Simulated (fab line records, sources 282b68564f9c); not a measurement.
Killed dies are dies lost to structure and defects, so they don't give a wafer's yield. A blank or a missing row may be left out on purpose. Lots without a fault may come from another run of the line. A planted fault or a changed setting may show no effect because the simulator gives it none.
A struck lot beside a sound one | flow rit_cmos | 15 steps out of a route of 202
Sound: wafers L557.3, L557.5, L557.6. Struck: wafers L573.4, L573.5, L573.6. The cause comes at the end.
At each step with rows: each side's tool, then ch and its chambers, then its first start. Under that, the readings that differ: sound wafers | struck wafers | difference of the means | sigmas: that difference in standard deviations of wafers without a fault.
alike: readings whose means differ by less than 2 such deviations, and words and numbers that are the same on both sides. not compared: withheld readings, readings that some wafer has no value for, bounds like >300 that may hide the same value, and numbers for which the record gives no deviation and whose values overlap.
The two part at a step that has a row with sigmas, a row that says differs or no value, or rows on one side only. Numbers that don't overlap but have no deviation are shown without sigmas and don't part them. A reading that every wafer of one side lacks parts them only if that side has two wafers or more.

first, 5 steps without rows for these wafers: RIT_NSD_COAT_01 (resist thk 1000 nm); RIT_NSD_SOFTBAKE_02 (time 60 s); RIT_NSD_EXPOSE_03 (exposes mask M9, target cd 40700 nm); RIT_NSD_PEB_04; RIT_NSD_DEVELOP_05 (develop time 50 s).
RIT_NSD_OVL_MEAS_06:
  sound on overlay-01, day 3 05:55; struck on overlay-01, day 6 12:21
  alike: NSD_OVL
then, 2 steps without rows for these wafers: RIT_NSD_HARDBAKE_07 (time 60 s); RIT_NSD_IMPLANT_08.
RIT_NSD_STRIP_09: strips in O2, time 180 s.
  sound on plasma_asher-03 ch 0,1, day 3 06:18; struck on plasma_asher-04 ch 0,1, day 6 12:44
  alike: drypump_motor_current_A, o2_flow_sccm
  not compared: rf_hours_counter_h
RIT_NSD_TW_MEAS_10:
  sound on film_metro-01, day 3 06:26; struck on film_metro-03, day 6 12:52
  alike: NSD_TW
then, 2 steps without rows for these wafers: RIT_PSD_HMDS_00 (prime time 60 s); RIT_PSD_COAT_01 (resist thk 1000 nm).
RIT_PSD_SOFTBAKE_02: time 60 s.
  sound on litho_track-04 ch 0, day 3 06:49; struck on litho_track-03 ch 0, day 6 13:17
  reading                  | sound             | struck            | difference | sigmas
  heater_power_total_W (W) | 34.54 34.58 34.46 | 35.02 34.97 35.01 | +0.47      | +9
  run_length_s (s)         | 88.73 89.02 88.64 | 86.55 86.71 86.62 | -2.17      | -8
then, 2 steps without rows for these wafers: RIT_PSD_EXPOSE_03 (exposes mask M10, target cd 40900 nm); RIT_M1_PROBE_99.

WHERE THEY PART
Only at RIT_PSD_SOFTBAKE_02, within this record.

WHY: what the simulator had put in
Process parameter drift: litho_track-03, from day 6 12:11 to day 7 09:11, at RIT_PSD_SOFTBAKE_02. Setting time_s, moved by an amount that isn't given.
